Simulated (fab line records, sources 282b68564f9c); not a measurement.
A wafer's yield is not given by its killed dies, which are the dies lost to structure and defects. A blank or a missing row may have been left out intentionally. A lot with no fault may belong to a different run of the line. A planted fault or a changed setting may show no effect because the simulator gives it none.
fab line records | flow ritCmos
record: lots: 5 wafers: 23
route steps=202 shown FOX1@20 NWELL@35 NRETRO@55 GATE@84 NLDD@111 PLDD@122 SPACER@130 NSD@139 PSD@150 SDANNEAL@156 M1@202
startH: hours from the record's opening day to when the first of the lot's shown wafers began | waitH: how many hours have passed since the lot's step before this one | " unchanged from the row above | L1.1+2: one row covering several wafers at once | - either no value or no given start | * or withheld: withheld | < > ~ a bound
route shown NAME@n: a module of which the file shows steps, and the number in the route of the first | usual: mean/standard deviation of fault-free wafers | same: alike in all rows | chamber/n: place in a boat | sites: the reading at each site | _std_site: the standard deviation of these | _edge_site: inner sites' mean taken away from outer sites' mean | radiusMm: how far each site lies from the wafer's centre | mask NAME#n: copy n | behind: the last tool/chamber to shape the wafer | hold: the reason the lot was held/the length of the hold in hours/how it ended | device: the transistor (n, p or np) that didn't switch | end of line: tests of these same wafers at the route's end | a step with no rows: only its recipe | killed: dies lost to structure and defects at the first sort, not the wafer's yield | map: dies across one wafer; x = killed, . = not, _ = none there
set.NAME: the setting the step ran with; set.NAME@STEP: the setting that earlier step ran with | model.NAME: the simulator's own value behind a step, which no gauge read
one table per step and one row per wafer, for lots whose settings were changed on purpose
== steps ==
step: RIT_FOX1_OXIDATION_00
recipe: tempC: 1100 ambient: H2O targetThkA: 3507 pH2oTorr: 720 oxTimeS: 1130
columns lot.wafer tool chamber startH waitH set.tempC model.SiO2_of_FOX1_OXIDATION_00.thkNm
L080.3 furnace-04 0 45.83 0.0 1100 350.9
L080.4 " 0 " " 1100 356.3
L080.5 " 0 " " 1100 355.4
L081.1 - - - 0.0 1118 362.2
L081.2+4 " - " " 1118 364.3
L081.5 " - " " 1118 363.7
L081.6 " - " " 1118 360.3
L082.2 - - - 0.0 1100 346
L082.3 " - " " 1100 345.1
L082.4 " - " " 1100 344.6
L082.5 " - " " 1100 346.8
L082.6 " - " " 1100 348.5
L083.1 - - - 0.2 1080 317.6
L083.2 " - " " 1080 317.8
L083.3 " - " " 1080 315.7
L083.4 " - " " 1080 321.2
L083.6 " - " " 1080 320.8
L084.1 - - - 0.0 1100 355.4
L084.2 " - " " 1100 360.9
L084.4 " - " " 1100 353.4
L084.5 " - " " 1100 355
L084.6 " - " " 1100 350.5
step: RIT_NWELL_HARDBAKE_07
recipe: resist: NOVOLAK tempC: 140 timeS: 120
columns lot.wafer tool chamber startH waitH set.tempC model.NOVOLAK_of_NWELL_COAT_01.thkNm
L080.3+5 lithoTrack-04 0 50.70 0.1 140 1138
L080.4 " 0 " " 140 1135
L081.1 lithoTrack-01 0 56.29 0.0 136.2 1145
L081.2+6 " 0 " " 136.2 1147
L081.4 " 0 " " 140 1139
L081.5 " 0 " " 140 1137
L082.2+5 lithoTrack-02 0 60.40 0.1 140 1133
L082.3 " 0 " " 140 1136
L082.4 " 0 " " 140 1134
L082.6 " 0 " " 140 1135
L083.1 lithoTrack-02 0 66.67 0.0 140 1133
L083.2 " 0 " " 140 1134
L083.3 " 0 " " 140 1135
L083.4 " 0 " " 140 1131
L083.6 " 0 " " 140 1132
L084.1 lithoTrack-01 0 70.38 0.0 140 1138
L084.2 " 0 " " 137.6 1143
L084.4 " 0 " " 140 1139
L084.5 " 0 " " 140 1137
L084.6 " 0 " " 137.6 1144
step: RIT_NRETRO_SOFTBAKE_02
recipe: resist: NOVOLAK tempC: 90 timeS: 60
columns lot.wafer tool chamber startH waitH set.tempC
L080.3+4+5 lithoTrack-04 0 59.08 0.1 90
L081.1+2+5 lithoTrack-02 0 64.11 0.1 90
L081.4+6 " 0 " " 86.46
L082.2+3+4 lithoTrack-02 0 68.78 0.1 87.26
L082.5+6 " 0 " " 90
L083.1+4+6 lithoTrack-02 0 74.66 0.1 91.24
L083.2+3 " 0 " " 90
L084.1+2 lithoTrack-02 0 78.50 0.1 87.22
L084.4+5+6 " 0 " " 90
step: RIT_NRETRO_EXPOSE_03
recipe: maskId: M4 na: 0.57 targetCdNm: 43900 doseMj: 250
step: RIT_NRETRO_PEB_04
recipe: resist: NOVOLAK tempC: withheld timeS: withheld
step: RIT_NRETRO_DEVELOP_05
recipe: resist: NOVOLAK developTimeS: 68 devTempC: 23
columns lot.wafer tool chamber startH waitH set.tempC@NRETRO_SOFTBAKE_02 model.NOVOLAK_of_NRETRO_COAT_01.thkNm
L080.3+5 lithoTrack-02 0 - - 90 1297
L080.4 " 0 " " 90 1299
L081.1 lithoTrack-02 0 - - 90 1303
L081.2 " 0 " " 90 1298
L081.4+6 " 0 " " 86.46 1314
L081.5 " 0 " " 90 1299
L082.2 lithoTrack-02 0 - - 87.26 1316
L082.3 " 0 " " 87.26 1308
L082.4 " 0 " " 87.26 1315
L082.5 " 0 " " 90 1302
L082.6 " 0 " " 90 1304
L083.1 lithoTrack-03 0 - - 91.24 1295
L083.2 " 0 " " 90 1302
L083.3 " 0 " " 90 1303
L083.4 " 0 " " 91.24 1304
L083.6 " 0 " " 91.24 1300
L084.1 lithoTrack-03 0 - - 87.22 1319
L084.2 " 0 " " 87.22 1315
L084.4+5 " 0 " " 90 1305
L084.6 " 0 " " 90 1307
step: RIT_GATE_CVD_08
recipe: material: poly-Si targetThkNm: 250 tempC: 610 precursor: SiH4 timeS: 2220 pressureMtorr: 300 sih4FlowSccm: 100
columns lot.wafer tool chamber startH waitH set.sih4FlowSccm model.poly-Si_of_GATE_CVD_08.thkNm
L080.3+5 lpcvd-01 0 65.01 0.0 100 246.6
L080.4 " 0 " " 100 246.3
L081.1 - - - 0.1 100 243.2
L081.2 " - " " 100 242.6
L081.4 " - " " 100 243.8
L081.5 " - " " 100 244.4
L081.6 " - " " 100 244.7
L082.2 - - - 0.0 108.9 267.1
L082.3+4 " - " " 108.9 266
L082.5 " - " " 108.9 264.9
L082.6 " - " " 108.9 267.4
L083.1 - - - 0.1 100 247.9
L083.2 " - " " 100 245.4
L083.3 " - " " 100 248.1
L083.4 " - " " 100 248.5
L083.6 " - " " 100 247.7
L084.1 - - - 0.1 95.63 233.5
L084.2+6 " - " " 95.63 233.8
L084.4 " - " " 95.63 235
L084.5 " - " " 95.63 235.7
step: RIT_GATE_THK_MEAS_09
recipe: reads: poly-Si_of_GATE_CVD_08
usual: GATE_POLY_THK: 248/3.9
columns lot.wafer tool chamber startH waitH set.sih4FlowSccm@GATE_CVD_08 GATE_POLY_THK[nm]
L080.3 filmMetro-03 - 66.64 0.0 100 246
L080.4 " - " " 100 246
L080.5 " - " " 100 247
L081.1 filmMetro-01 - - - 100 243
L081.2 " - " " 100 243
L081.4 " - " " 100 244
L081.5 " - " " 100 244
L081.6 " - " " 100 245
L082.2 filmMetro-03 - - - 108.9 267
L082.3 " - " " 108.9 266
L082.4 " - " " 108.9 266
L082.5 " - " " 108.9 265
L082.6 " - " " 108.9 267
L083.1 filmMetro-02 - - - 100 248
L083.2 " - " " 100 245
L083.3 " - " " 100 248
L083.4 " - " " 100 248
L083.6 " - " " 100 248
L084.1 filmMetro-02 - - - 95.63 234
L084.2 " - " " 95.63 234
L084.4 " - " " 95.63 235
L084.5 " - " " 95.63 236
L084.6 " - " " 95.63 234
step: RIT_GATE_EXPOSE_13
recipe: maskId: M6 na: 0.6 sourceShape: conventional sigmaOuter: 0.6 targetCdNm: 150 doseMj: 380
columns lot.wafer tool chamber startH waitH mask set.doseMj
L080.3+4+5 ilineStepper-02 0 67.39 0.2 M6#0 380
L081.1+4 ilineStepper-01 0 71.23 0.2 M6#0 392.6
L081.2+5+6 " 0 " " M6#0 380
L082.2+4+6 ilineStepper-02 0 78.34 0.2 M6#0 396.6
L082.3+5 " 0 " " M6#0 380
L083.1+2+4 ilineStepper-02 0 81.45 0.1 M6#0 368.1
L083.3+6 " 0 " " M6#0 380
L084.1+2+4+5+6 ilineStepper-02 0 88.60 0.1 M6#0 380
step: RIT_GATE_PEB_14
recipe: resist: NOVOLAK tempC: withheld timeS: withheld
step: RIT_GATE_DEVELOP_15
recipe: resist: NOVOLAK developTimeS: 50 devTempC: 23.58
columns lot.wafer tool chamber startH waitH set.doseMj@GATE_EXPOSE_13 model.GATE.cdNm
L080.3 lithoTrack-02 0 - - 380 149.2
L080.4 " 0 " " 380 149.6
L080.5 " 0 " " 380 151.4
L081.1 lithoTrack-02 0 - - 392.6 133.4
L081.2 " 0 " " 380 148.2
L081.4 " 0 " " 392.6 136.2
L081.5 " 0 " " 380 151.5
L081.6 " 0 " " 380 149.2
L082.2+6 lithoTrack-01 0 - - 396.6 130.4
L082.3+5 " 0 " " 380 152.3
L082.4 " 0 " " 396.6 130.3
L083.1 lithoTrack-04 0 - - 368.1 167.8
L083.2 " 0 " " 368.1 165.8
L083.3 " 0 " " 380 147.9
L083.4 " 0 " " 368.1 165.2
L083.6 " 0 " " 380 150.1
L084.1 lithoTrack-01 0 - - 380 150.2
L084.2 " 0 " " 380 154
L084.4 " 0 " " 380 151.4
L084.5 " 0 " " 380 151.1
L084.6 " 0 " " 380 151.3
step: RIT_GATE_CD_MEAS_16
recipe: targetCdNm: 150
usual: cdNm: 151.3/1.6
columns lot.wafer tool chamber startH waitH set.doseMj@GATE_EXPOSE_13 cdNm
L080.3 cdSem-01 - 67.79 - 380 149.3
L080.4 " - " " 380 149.3
L080.5 " - " " 380 151.4
L081.1 cdSem-01 - 71.63 - 392.6 133.5
L081.2 " - " " 380 148.1
L081.4 " - " " 392.6 136.4
L081.5 " - " " 380 151.6
L081.6 " - " " 380 149.3
L082.2 cdSem-01 - 78.74 - 396.6 130.4
L082.3 " - " " 380 152.2
L082.4 " - " " 396.6 130.2
L082.5 " - " " 380 152.3
L082.6 " - " " 396.6 130.5
L083.1 cdSem-01 - 81.85 - 368.1 167.8
L083.2 " - " " 368.1 165.9
L083.3 " - " " 380 147.8
L083.4 " - " " 368.1 164.8
L083.6 " - " " 380 150.5
L084.1 cdSem-01 - 89.00 - 380 149.9
L084.2 " - " " 380 154.1
L084.4 " - " " 380 151.1
L084.5 " - " " 380 151.2
L084.6 " - " " 380 151.3
step: RIT_GATE_HARDBAKE_18
recipe: resist: NOVOLAK tempC: 140 timeS: 60
step: RIT_GATE_ETCH_19
recipe: chemistry: SF6/CHF3/O2 timeS: 165 SF6_flow_sccm: 30 CHF3_flow_sccm: 30 O2_flow_sccm: 5 target: poly-Si pressureMtorr: 40 rfW: 160 targetDepthA: 3125 overEtchFrac: 0.25 stopOn: SiO2
usual: oesProductAu: 0.841/0.012
columns lot.wafer tool chamber startH waitH set.sih4FlowSccm@GATE_CVD_08 oesProductAu model.etch.depthNm model.GATE.featureDepthNm
L080.3 rieSi-02 3 68.06 0.1 100 0.823 246.6 246.6
L080.4 " 2 " " 100 0.833 246.3 246.3
L080.5 " 2 " " 100 0.830 246.6 246.6
L081.1 rieSi-01 2 71.94 0.1 100 0.840 243.2 243.2
L081.2 " 1 " " 100 0.826 242.6 242.6
L081.4 " 3 " " 100 0.834 243.8 243.8
L081.5 " 3 " " 100 0.832 244.4 244.4
L081.6 " 2 " " 100 0.840 244.7 244.7
L082.2 rieSi-02 1 79.02 0.1 108.9 0.892 267.1 267.1
L082.3 " 0 " " 108.9 0.893 266 266
L082.4 " 3 " " 108.9 0.869 266 266
L082.5 " 0 " " 108.9 0.894 264.9 264.9
L082.6 " 1 " " 108.9 0.882 267.4 267.4
L083.1 rieSi-01 3 82.16 0.1 100 0.846 247.9 247.9
L083.2 " 2 " " 100 0.843 245.4 245.4
L083.3 " 0 " " 100 0.840 248.1 248.1
L083.4 " 1 " " 100 0.840 248.5 248.5
L083.6 " 2 " " 100 0.854 247.7 247.7
L084.1 rieSi-02 1 89.30 0.1 95.63 0.815 233.5 233.5
L084.2 " 2 " " 95.63 0.807 233.8 233.8
L084.4 " 2 " " 95.63 0.812 235 235
L084.5 " 0 " " 95.63 0.822 235.7 235.7
L084.6 " 1 " " 95.63 0.807 233.8 233.8
step: RIT_GATE_STRIP_20
recipe: chemistry: O2 timeS: 180 resist: NOVOLAK platenTempC: withheld powerW: 500 pressureMtorr: 4000 o2FlowSccm: 4000
step: RIT_GATE_CD_MEAS_90
recipe: targetCdNm: 150
usual: cdNm: 151.3/1.6
columns lot.wafer tool chamber startH waitH set.doseMj@GATE_EXPOSE_13 cdNm
L080.3 cdSem-02 - 68.38 0.1 380 149.0
L080.4 " - " " 380 150.0
L080.5 " - " " 380 151.2
L081.1 cdSem-02 - 72.22 0.1 392.6 133.7
L081.2 " - " " 380 148.5
L081.4 " - " " 392.6 135.9
L081.5 " - " " 380 151.0
L081.6 " - " " 380 149.5
L082.2 cdSem-02 - 79.33 0.1 396.6 130.2
L082.3 " - " " 380 152.4
L082.4 " - " " 396.6 130.2
L082.5 " - " " 380 152.4
L082.6 " - " " 396.6 130.5
L083.1 cdSem-02 - 82.44 0.1 368.1 167.4
L083.2 " - " " 368.1 166.2
L083.3 " - " " 380 147.8
L083.4 " - " " 368.1 165.0
L083.6 " - " " 380 150.1
L084.1 cdSem-02 - 89.58 0.1 380 150.3
L084.2 " - " " 380 153.9
L084.4 " - " " 380 151.4
L084.5 " - " " 380 151.3
L084.6 " - " " 380 151.3
step: RIT_NLDD_IMPLANT_08
recipe: species: P energyKev: 20 doseCm2: 5e+14 tiltDeg: 7
columns lot.wafer tool chamber startH waitH set.energyKev model.implant.drpNm
L080.3+4+5 implanter-03 0 72.65 0.1 20 12.97
L081.1+2+4 implanter-03 0 77.85 0.1 20 12.97
L081.5+6 " 0 " " 19.5 12.77
L082.2+6 implanter-01 0 83.46 0.1 20.59 13.2
L082.3+4+5 " 0 " " 20 12.97
L083.1+3+6 implanter-01 0 87.22 0.1 20 12.97
L083.2+4 " 0 " " 20.66 13.22
L084.1+4+5 implanter-02 0 94.07 0.1 19.55 12.79
L084.2+6 " 0 " " 20 12.97
step: RIT_PLDD_IMPLANT_08
recipe: species: BF2 energyKev: 20 doseCm2: 9e+14 tiltDeg: 7
columns lot.wafer tool chamber startH waitH set.energyKev model.implant.rpNm model.implant.drpNm
L080.3+4+5 implanter-01 0 74.20 0.1 20 17.12 9.752
L081.1+2+5 implanter-01 0 79.49 0.1 20 17.07 9.752
L081.4+6 " 0 " " 18.96 16.37 9.393
L082.2+4 implanter-02 0 85.01 0.1 20 17.79 9.752
L082.3+5+6 " 0 " " 20.8 18.34 10.02
L083.1+2+3+4+6 implanter-01 0 88.80 0.1 20 17.31 9.752
L084.1+2+4 implanter-01 0 95.61 0.1 19.51 17.14 9.583
L084.5+6 " 0 " " 20 17.48 9.752
step: RIT_PLDD_STRIP_09
recipe: chemistry: O2 timeS: 180 resist: NOVOLAK platenTempC: withheld powerW: 500 pressureMtorr: 4000 o2FlowSccm: 4000
step: RIT_PLDD_TW_MEAS_10
usual: PLDD_TW: 2336/14
columns lot.wafer tool chamber startH waitH set.energyKev@PLDD_IMPLANT_08 PLDD_TW
L080.3 filmMetro-03 - 74.49 0.1 20 2354
L080.4 " - " " 20 2335
L080.5 " - " " 20 2333
L081.1 filmMetro-01 - 79.82 0.1 20 2304
L081.2 " - " " 20 2324
L081.4 " - " " 18.96 2276
L081.5 " - " " 20 2316
L081.6 " - " " 18.96 2283
L082.2 filmMetro-04 - 85.32 0.1 20 2335
L082.3 " - " " 20.8 2375
L082.4 " - " " 20 2334
L082.5 " - " " 20.8 2360
L082.6 " - " " 20.8 2372
L083.1 filmMetro-04 - 89.13 0.1 20 2326
L083.2 " - " " 20 2345
L083.3 " - " " 20 2331
L083.4 " - " " 20 2341
L083.6 " - " " 20 2344
L084.1 filmMetro-04 - 95.94 0.1 19.51 2320
L084.2 " - " " 19.51 2310
L084.4 " - " " 19.51 2313
L084.5 " - " " 20 2326
L084.6 " - " " 20 2339
step: RIT_SPACER_ETCHBACK_05
recipe: targetDepthA: 2500 SF6_flow_sccm: 30 CHF3_flow_sccm: 30 target: Si3N4 chemistry: SF6/CHF3 pressureMtorr: 40 rfW: 250 timeS: 240 stopOn: SiO2
columns lot.wafer tool chamber startH waitH set.rfW set.sih4FlowSccm@GATE_CVD_08 model.poly-Si_of_GATE_CVD_08.thkNm
L080.3 rieDiel-03 3 76.88 0.0 250 100 165.1
L080.4 " 1 " " 250 100 164.6
L080.5 " 2 " " 250 100 163.8
L081.1 rieDiel-02 0 82.22 0.1 250 100 161.8
L081.2 " 2 " " 250 100 161
L081.4 " 1 " " 250 100 161.7
L081.5 " 0 " " 250 100 163
L081.6 " 2 " " 250 100 162.7
L082.2 rieDiel-02 1 87.71 0.0 250 108.9 186.2
L082.3 " 2 " " 250 108.9 184.1
L082.4 " 1 " " 228.6 108.9 187.3
L082.5 " 2 " " 250 108.9 183
L082.6 " 0 " " 228.6 108.9 188.6
L083.1 rieDiel-01 0 91.56 0.1 250 100 164.4
L083.2 " 1 " " 222 100 165.5
L083.3 " 3 " " 222 100 167.3
L083.4 " 0 " " 250 100 164.8
L083.6 " 3 " " 222 100 167.2
L084.1 rieDiel-03 1 98.38 0.1 261.8 95.63 149.7
L084.2 " 0 " " 261.8 95.63 150.5
L084.4 " 1 " " 250 95.63 152.6
L084.5 " 0 " " 250 95.63 153.3
L084.6 " 3 " " 261.8 95.63 150.4
step: RIT_NSD_IMPLANT_08
recipe: species: P energyKev: 25 doseCm2: 1e+15 tiltDeg: 7
columns lot.wafer tool chamber startH waitH set.doseCm2
L080.3+4+5 implanter-02 0 78.29 0.1 1e+15
L081.1+6 implanter-03 0 83.41 0.1 1e+15
L081.2+4+5 " 0 " " 9.716e+14
L082.2+4+6 implanter-03 0 88.94 0.1 1e+15
L082.3+5 " 0 " " 1.073e+15
L083.1+2+3 implanter-03 0 92.87 0.1 1e+15
L083.4+6 " 0 " " 1.02e+15
L084.1+2+4+5+6 implanter-03 0 99.69 0.1 1e+15
step: RIT_PSD_IMPLANT_08
recipe: species: BF2 energyKev: 27 doseCm2: 5e+15 tiltDeg: 7
columns lot.wafer tool chamber startH waitH set.doseCm2
L080.3+4+5 implanter-03 0 79.87 0.1 5e+15
L081.1+2 implanter-04 0 84.95 0.1 5e+15
L081.4+5+6 " 0 " " 5.254e+15
L082.2+3+6 implanter-01 0 90.49 0.1 5e+15
L082.4+5 " 0 " " 5.317e+15
L083.1+2+6 implanter-04 0 94.29 0.1 5e+15
L083.3+4 " 0 " " 5.282e+15
L084.1+2+4+5+6 implanter-03 0 101.32 0.1 5e+15
step: RIT_PSD_STRIP_09
recipe: chemistry: O2 timeS: 180 resist: NOVOLAK platenTempC: withheld powerW: 500 pressureMtorr: 4000 o2FlowSccm: 4000
step: RIT_SDANNEAL_RTA_03
recipe: tempC: 1050 timeS: 5 idleTempC: 600 rampUpCPerS: 342 rampDownCPerS: 171 coolToC: 600 ambient: N2
step: RIT_SDANNEAL_RS_MEAS_05
recipe: thkMeasGauge: four-point-probe
usual: NSD_RS: 84.5/0.31
columns lot.wafer tool chamber startH waitH set.doseCm2@NSD_IMPLANT_08 NSD_RS[ohm/sq]
L080.3 filmMetro-01 - 80.79 0.1 1e+15 84.9
L080.4 " - " " 1e+15 85.1
L080.5 " - " " 1e+15 85.0
L081.1 filmMetro-01 - 85.88 0.1 1e+15 84.7
L081.2 " - " " 9.716e+14 86.5
L081.4 " - " " 9.716e+14 86.8
L081.5 " - " " 9.716e+14 86.6
L081.6 " - " " 1e+15 84.7
L082.2 filmMetro-03 - 91.43 0.1 1e+15 84.5
L082.3 " - " " 1.073e+15 80.0
L082.4 " - " " 1e+15 84.5
L082.5 " - " " 1.073e+15 80.3
L082.6 " - " " 1e+15 84.3
L083.1 filmMetro-03 - 95.26 0.1 1e+15 84.2
L083.2 " - " " 1e+15 84.3
L083.3 " - " " 1e+15 83.9
L083.4 " - " " 1.02e+15 82.8
L083.6 " - " " 1.02e+15 83.2
L084.1 filmMetro-01 - 102.25 0.1 1e+15 84.9
L084.2 " - " " 1e+15 84.6
L084.4 " - " " 1e+15 84.7
L084.5 " - " " 1e+15 84.7
L084.6 " - " " 1e+15 84.5
step: RIT_SDANNEAL_RS_MEAS_06
recipe: thkMeasGauge: four-point-probe
usual: PLDD_RS: 178.6/0.51
columns lot.wafer tool chamber startH waitH set.energyKev@PLDD_IMPLANT_08 PLDD_RS[ohm/sq]
L080.3 filmMetro-01 - 80.91 0.1 20 178.8
L080.4 " - " " 20 179.2
L080.5 " - " " 20 179.0
L081.1 filmMetro-01 - 86.00 0.1 20 179.1
L081.2 " - " " 20 178.6
L081.4 " - " " 18.96 182.8
L081.5 " - " " 20 178.8
L081.6 " - " " 18.96 182.1
L082.2 filmMetro-03 - 91.55 0.1 20 178.7
L082.3 " - " " 20.8 175.3
L082.4 " - " " 20 178.0
L082.5 " - " " 20.8 176.1
L082.6 " - " " 20.8 176.4
L083.1 filmMetro-03 - 95.38 0.1 20 178.6
L083.2 " - " " 20 178.0
L083.3 " - " " 20 177.9
L083.4 " - " " 20 178.5
L083.6 " - " " 20 178.2
L084.1 filmMetro-01 - 102.37 0.1 19.51 180.2
L084.2 " - " " 19.51 180.0
L084.4 " - " " 19.51 180.5
L084.5 " - " " 20 178.9
L084.6 " - " " 20 178.9
step: RIT_M1_PROBE_99
columns lot.wafer tool chamber startH waitH set.doseMj@GATE_EXPOSE_13 model.etest.nmos_0p15.driveUaUm model.etest.nmos_0p15.rOnOhmUm model.etest.pmos_0p15.rOnOhmUm model.etest.pmosTurned.rOnOhmUm
L080.3 prober-02 - 88.25 0.2 380 481.6 1092 2736 3387
L080.4 prober-02 - 88.30 0.2 380 476.3 1091 2736 3371
L080.5 prober-02 - 88.35 0.2 380 468.6 1127 2788 3428
L081.1 prober-01 - 93.67 0.1 392.6 534.1 1011 2377 3021
L081.2 prober-01 - 93.72 0.1 380 454.7 1144 2784 3467
L081.4 prober-01 - 93.82 0.2 392.6 521.9 1047 2538 3239
L081.5 prober-01 - 93.87 0.2 380 447.9 1177 2788 3454
L081.6 prober-01 - 93.92 0.2 380 450.4 1190 2920 3690
L082.2 prober-02 - 100.16 0.1 396.6 561.9 955.1 2251 3006
L082.3 prober-02 - 100.21 0.2 380 461.2 1128 2658 3364
L082.4 prober-02 - 100.26 0.2 396.6 571 939.9 2185 2912
L082.5 prober-02 - 100.31 0.2 380 464.8 1103 2640 3353
L082.6 prober-02 - 100.36 0.2 396.6 569 934.1 2149 2864
L083.1 prober-01 - 104.41 0.1 368.1 409.4 1255 3153 3846
L083.2 prober-01 - 104.46 0.1 368.1 420.3 1166 3016 3667
L083.3 prober-01 - 104.51 0.2 380 485.1 1052 2598 3271
L083.4 prober-01 - 104.56 0.2 368.1 420.4 1217 3094 3789
L083.6 prober-01 - 104.66 0.2 380 468.1 1086 2715 3449
L084.1 prober-02 - 110.67 0.1 380 467.5 1138 2735 3293
L084.2 prober-02 - 110.72 0.1 380 446 1159 2864 3421
L084.4 prober-02 - 110.82 0.2 380 463.6 1112 2734 3288
L084.5 prober-02 - 110.87 0.2 380 462.4 1110 2680 3212
L084.6 prober-02 - 110.92 0.2 380 465.3 1123 2693 3201
killed by level:class
L080.3 FOX2:geometricParticle:open=1 SPACER:geometricParticle:open=1 SILICIDE:geometricParticle:open=1 SILICIDE:geometricParticle:short=1
L080.4 GATE:geometricParticle:short=1 REOX:geometricParticle:open=1 REOX:geometricParticle:short=1 SPACER:geometricParticle:short=1 SILICIDE:geometricParticle:open=1
L080.5 GATE:geometricParticle:short=2 GATE:geometricParticle:open=2 SPACER:geometricParticle:short=2 FOX1:geometricParticle:short=1 REOX:geometricParticle:open=1 REOX:geometricParticle:short=1 SILICIDE:geometricParticle:short=1 SILICIDE:geometricParticle:open=1
== key ==
split: step: RIT_FOX1_OXIDATION_00 setting: tempC stated: 1100 by: lot
response: step: RIT_FOX1_OXIDATION_00 reading: model.SiO2_of_FOX1_OXIDATION_00.thkNm change: +13 per: 1% r: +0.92
split: step: RIT_NWELL_HARDBAKE_07 setting: tempC stated: 140 by: wafer
response: step: RIT_NWELL_HARDBAKE_07 reading: model.NOVOLAK_of_NWELL_COAT_01.thkNm change: -3.01 per: 1% r: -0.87
split: step: RIT_NRETRO_SOFTBAKE_02 setting: tempC stated: 90 by: wafer
response: step: RIT_NRETRO_DEVELOP_05 reading: model.NOVOLAK_of_NRETRO_COAT_01.thkNm change: -3.42 per: 1% r: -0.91
split: step: RIT_GATE_CVD_08 setting: sih4FlowSccm stated: 100 by: lot
response: step: RIT_GATE_CVD_08 reading: model.poly-Si_of_GATE_CVD_08.thkNm change: +2.38 per: 1% r: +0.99
response: step: RIT_GATE_THK_MEAS_09 reading: GATE_POLY_THK change: +2.37 per: 1% r: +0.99
response: step: RIT_GATE_ETCH_19 reading: oesProductAu change: +0.00554 per: 1% r: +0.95
response: step: RIT_GATE_ETCH_19 reading: model.etch.depthNm change: +2.38 per: 1% r: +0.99
response: step: RIT_GATE_ETCH_19 reading: model.GATE.featureDepthNm change: +2.38 per: 1% r: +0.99
response: step: RIT_SPACER_ETCHBACK_05 reading: model.poly-Si_of_GATE_CVD_08.thkNm change: +2.57 per: 1% r: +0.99
split: step: RIT_GATE_EXPOSE_13 setting: doseMj stated: 380 by: wafer
response: step: RIT_GATE_DEVELOP_15 reading: model.GATE.cdNm change: -4.99 per: 1% r: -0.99
response: step: RIT_GATE_CD_MEAS_16 reading: cdNm change: -4.96 per: 1% r: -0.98
response: step: RIT_GATE_CD_MEAS_90 reading: cdNm change: -5.01 per: 1% r: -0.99
response: step: RIT_M1_PROBE_99 reading: model.etest.pmos_0p15.rOnOhmUm change: -115 per: 1% r: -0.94
response: step: RIT_M1_PROBE_99 reading: model.etest.pmosTurned.rOnOhmUm change: -113 per: 1% r: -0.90
response: step: RIT_M1_PROBE_99 reading: model.etest.nmos_0p15.rOnOhmUm change: -41.9 per: 1% r: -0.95
response: step: RIT_M1_PROBE_99 reading: model.etest.nmos_0p15.driveUaUm change: +22.5 per: 1% r: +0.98
split: step: RIT_NLDD_IMPLANT_08 setting: energyKev stated: 20 by: wafer
response: step: RIT_NLDD_IMPLANT_08 reading: model.implant.drpNm change: +0.0781 per: 1% r: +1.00
split: step: RIT_PLDD_IMPLANT_08 setting: energyKev stated: 20 by: wafer
response: step: RIT_PLDD_IMPLANT_08 reading: model.implant.rpNm change: +0.136 per: 1% r: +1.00
response: step: RIT_PLDD_IMPLANT_08 reading: model.implant.drpNm change: +0.0687 per: 1% r: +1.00
response: step: RIT_PLDD_TW_MEAS_10 reading: PLDD_TW change: +7.4 per: 1% r: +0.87
response: step: RIT_SDANNEAL_RS_MEAS_06 reading: PLDD_RS change: -0.645 per: 1% r: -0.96
split: step: RIT_SPACER_ETCHBACK_05 setting: rfW stated: 250 by: wafer
response none clear
split: step: RIT_NSD_IMPLANT_08 setting: doseCm2 stated: 1e+15 by: wafer
response: step: RIT_SDANNEAL_RS_MEAS_05 reading: NSD_RS change: -0.597 per: 1% r: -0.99
split: step: RIT_PSD_IMPLANT_08 setting: doseCm2 stated: 5e+15 by: wafer
response none clear
